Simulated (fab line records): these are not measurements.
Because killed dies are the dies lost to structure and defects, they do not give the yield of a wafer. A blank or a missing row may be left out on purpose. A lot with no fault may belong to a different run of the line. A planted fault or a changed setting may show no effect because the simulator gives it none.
Commonality check across tools / flow rit-cmos / Sampled: 14 lots, 42 wafers

WHY THIS WAS OPENED
2 of 14 lots carry a flag on the reading PSD_RS at RIT_SDANNEAL_RS_MEAS_04. Fault-free wafers read 115.9 ohm/sq, with a standard deviation of 0.33.
Rule: flag the lot when none of its wafers has a number, or when each of its wafers that has one lies beyond 4 standard deviations from that mean. As for the other lots, they are considered sound.

lot=L832; measured=day 3 02:12; on=film-metro-04; PSD_RS (ohm/sq), wafer by wafer=116.5 115.9 116.2; flag=
lot=L833; measured=day 3 08:43; on=film-metro-03; PSD_RS (ohm/sq), wafer by wafer=116.0 115.9 115.9; flag=
lot=L834; measured=day 3 13:23; on=film-metro-04; PSD_RS (ohm/sq), wafer by wafer=115.6 116.0 116.0; flag=
lot=L836; measured=day 3 22:52; on=film-metro-01; PSD_RS (ohm/sq), wafer by wafer=115.9 115.6 115.5; flag=
lot=L837; measured=day 4 02:05; on=film-metro-03; PSD_RS (ohm/sq), wafer by wafer=116.1 115.9 116.3; flag=
lot=L838; measured=day 4 11:08; on=film-metro-01; PSD_RS (ohm/sq), wafer by wafer=116.0 115.9 116.0; flag=
lot=L839; measured=day 4 17:44; on=film-metro-01; PSD_RS (ohm/sq), wafer by wafer=115.4 115.2 115.1; flag=
lot=L840; measured=day 4 22:52; on=film-metro-01; PSD_RS (ohm/sq), wafer by wafer=115.2 115.3 115.5; flag=
lot=L841; measured=day 5 01:22; on=film-metro-03; PSD_RS (ohm/sq), wafer by wafer=116.0 116.0 115.8; flag=
lot=L846; measured=day 6 03:11; on=film-metro-01; PSD_RS (ohm/sq), wafer by wafer=114.0 114.0 113.9; flag=FLAGGED
lot=L848; measured=day 6 14:52; on=film-metro-04; PSD_RS (ohm/sq), wafer by wafer=114.2 114.2 114.3; flag=FLAGGED
lot=L851; measured=day 7 05:37; on=film-metro-01; PSD_RS (ohm/sq), wafer by wafer=115.7 115.7 115.8; flag=
lot=L853; measured=day 7 11:04; on=film-metro-03; PSD_RS (ohm/sq), wafer by wafer=115.7 115.9 115.9; flag=
lot=L855; measured=day 7 20:28; on=film-metro-01; PSD_RS (ohm/sq), wafer by wafer=115.7 115.4 115.6; flag=
The numbers of the flagged lots are 114.1 ohm/sq on average: -1.8 ohm/sq against the usual, or -5 standard deviations.

TOOL THAT RAN EACH LOT
The record keeps 1 process step preceding the reading, out of 202 steps on the route. Cell contents, in order: the tool; ch with the chambers the sampled wafers went through; the start.
lot=L832; flag=; RIT_SDANNEAL_RTA_03=rtp-anneal-02 ch 0, day 3 02:08
lot=L833; flag=; RIT_SDANNEAL_RTA_03=rtp-anneal-01 ch 0, day 3 08:39
lot=L834; flag=; RIT_SDANNEAL_RTA_03=rtp-anneal-02 ch 0, day 3 13:20
lot=L836; flag=; RIT_SDANNEAL_RTA_03=rtp-anneal-02 ch 0, day 3 22:48
lot=L837; flag=; RIT_SDANNEAL_RTA_03=rtp-anneal-01 ch 0, day 4 02:00
lot=L838; flag=; RIT_SDANNEAL_RTA_03=rtp-anneal-02 ch 0, day 4 11:04
lot=L839; flag=; RIT_SDANNEAL_RTA_03=rtp-anneal-01 ch 0, day 4 17:41
lot=L840; flag=; RIT_SDANNEAL_RTA_03=rtp-anneal-02 ch 0, day 4 22:49
lot=L841; flag=; RIT_SDANNEAL_RTA_03=rtp-anneal-01 ch 0, day 5 01:19
lot=L846; flag=FLAGGED; RIT_SDANNEAL_RTA_03=rtp-anneal-02 ch 0, day 6 03:05
lot=L848; flag=FLAGGED; RIT_SDANNEAL_RTA_03=rtp-anneal-02 ch 0, day 6 14:49
lot=L851; flag=; RIT_SDANNEAL_RTA_03=rtp-anneal-01 ch 0, day 7 05:34
lot=L853; flag=; RIT_SDANNEAL_RTA_03=rtp-anneal-01 ch 0, day 7 11:00
lot=L855; flag=; RIT_SDANNEAL_RTA_03=rtp-anneal-01 ch 0, day 7 20:25
What is done by these steps:
- RIT_SDANNEAL_RTA_03: time 5 s.
- RIT_SDANNEAL_RS_MEAS_04: measures by four-point-probe.

FLAGGED OVER TOTAL, TOOL BY TOOL (the gauges that took the reading come last)
step=RIT_SDANNEAL_RTA_03; tool=rtp-anneal-01; lots run=7; flagged=0; share of the flagged lots=none; sound lots run after its first flagged lot=-
step=RIT_SDANNEAL_RTA_03; tool=rtp-anneal-02; lots run=7; flagged=2; share of the flagged lots=all; sound lots run after its first flagged lot=0
step=RIT_SDANNEAL_RS_MEAS_04; tool=film-metro-01; lots run=7; flagged=1; share of the flagged lots=some; sound lots run after its first flagged lot=2 (L851,L855)
step=RIT_SDANNEAL_RS_MEAS_04; tool=film-metro-03; lots run=4; flagged=0; share of the flagged lots=none; sound lots run after its first flagged lot=-
step=RIT_SDANNEAL_RS_MEAS_04; tool=film-metro-04; lots run=3; flagged=1; share of the flagged lots=some; sound lots run after its first flagged lot=0

THE TABLE: WHAT IT ALLOWS
In the table, 1 row covers all flagged lots: rtp-anneal-02 at RIT_SDANNEAL_RTA_03.
- rtp-anneal-02 at RIT_SDANNEAL_RTA_03: 2 of its 7 lots flagged. Last sound lot L840 at day 4 22:49, first flagged lot L846 at day 6 03:05; a fault beginning in between fits.
Left over: one tool, rtp-anneal-02 at RIT_SDANNEAL_RTA_03.

WHAT THE SIMULATOR HAD PUT IN
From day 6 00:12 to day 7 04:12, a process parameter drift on rtp-anneal-02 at RIT_SDANNEAL_RTA_03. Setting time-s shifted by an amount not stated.
Struck lots among those shown: L846, L848. The rule above reached the same finding.
